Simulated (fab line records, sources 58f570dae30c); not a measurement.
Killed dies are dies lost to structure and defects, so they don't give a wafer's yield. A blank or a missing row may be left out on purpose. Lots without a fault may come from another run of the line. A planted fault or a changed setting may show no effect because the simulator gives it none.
Tool commonality check | flow berkeley_cmos170 | 15 lots, 45 wafers sampled

WHY IT WAS OPENED
At UCB170_NWELL_TW_MEAS_16 the reading NWELL_TW is flagged on 3 of 15 lots. Wafers without a fault read 1246, standard deviation 11.
Rule: a lot is flagged when every wafer of it that has a number lies more than 4 standard deviations from that mean, or none has a number. The other lots count as sound.

lot  | measured    | on            | NWELL_TW, wafer by wafer | flag
L777 | day 2 12:46 | film_metro-03 | 1236 1239 1245           |
L779 | day 2 22:38 | film_metro-04 | 1247 1252 1248           |
L780 | day 3 06:50 | film_metro-04 | 1252 1260 1254           |
L781 | day 3 07:05 | film_metro-01 | 1230 1228 1234           |
L782 | day 3 22:29 | film_metro-03 | 1252 1242 1248           |
L783 | day 3 23:03 | film_metro-01 | 1533 1529 1538           | FLAGGED
L784 | day 4 07:25 | film_metro-03 | 1564 1564 1565           | FLAGGED
L786 | day 4 10:04 | film_metro-04 | 1263 1259 1256           |
L785 | day 4 10:08 | film_metro-04 | 1584 1569 1573           | FLAGGED
L793 | day 5 23:19 | film_metro-03 | 1241 1249 1247           |
L796 | day 6 10:12 | film_metro-04 | 1250 1253 1252           |
L797 | day 6 20:29 | film_metro-03 | 1254 1259 1256           |
L799 | day 6 20:37 | film_metro-04 | 1257 1260 1254           |
L798 | day 6 20:47 | film_metro-01 | 1231 1233 1235           |
L800 | day 7 11:20 | film_metro-01 | 1226 1232 1230           |
The numbers of the flagged lots are 1558 on average: +312 against the usual, or +28 standard deviations.

WHICH TOOL RAN EACH LOT
The record holds 1 process step before the reading, out of a route of 331 steps. In each cell: the tool, then ch and the chambers that the sampled wafers went through, then the start.
lot  | flag    | UCB170_NWELL_IMPLANT_14
L777 |         | implanter-02 ch 0, day 2 12:31
L779 |         | implanter-02 ch 0, day 2 22:23
L780 |         | implanter-04 ch 0, day 3 06:35
L781 |         | implanter-01 ch 0, day 3 06:50
L782 |         | implanter-02 ch 0, day 3 22:14
L783 | FLAGGED | implanter-04 ch 0, day 3 22:31
L784 | FLAGGED | implanter-01 ch 0, day 4 06:50 and implanter-02 ch 0, day 4 07:10
L786 |         | implanter-02 ch 0, day 4 09:50
L785 | FLAGGED | implanter-04 ch 0, day 4 09:34
L793 |         | implanter-02 ch 0, day 5 23:04
L796 |         | implanter-04 ch 0, day 6 09:59
L797 |         | implanter-02 ch 0, day 6 20:14
L799 |         | implanter-04 ch 0, day 6 20:22
L798 |         | implanter-02 ch 0, day 6 20:34
L800 |         | implanter-04 ch 0, day 7 11:07
What these steps do:
- UCB170_NWELL_IMPLANT_14
- UCB170_NWELL_TW_MEAS_16

FLAGGED OVER TOTAL, TOOL BY TOOL (the gauges that took the reading come last)
step                    | tool          | lots run | flagged | share of the flagged lots | sound lots run after its first flagged lot
UCB170_NWELL_IMPLANT_14 | implanter-01  | 2        | 1       | some                      | 0
UCB170_NWELL_IMPLANT_14 | implanter-02  | 8        | 1       | some                      | 4 (L786,L793,L797,L798)
UCB170_NWELL_IMPLANT_14 | implanter-04  | 6        | 2       | some                      | 3 (L796,L799,L800)
UCB170_NWELL_TW_MEAS_16 | film_metro-01 | 4        | 1       | some                      | 2 (L798,L800)
UCB170_NWELL_TW_MEAS_16 | film_metro-03 | 5        | 1       | some                      | 2 (L793,L797)
UCB170_NWELL_TW_MEAS_16 | film_metro-04 | 6        | 1       | some                      | 2 (L796,L799)

WHAT THE TABLE ALLOWS
No row of the table ran every flagged lot.

WHAT THE SIMULATOR HAD PUT IN
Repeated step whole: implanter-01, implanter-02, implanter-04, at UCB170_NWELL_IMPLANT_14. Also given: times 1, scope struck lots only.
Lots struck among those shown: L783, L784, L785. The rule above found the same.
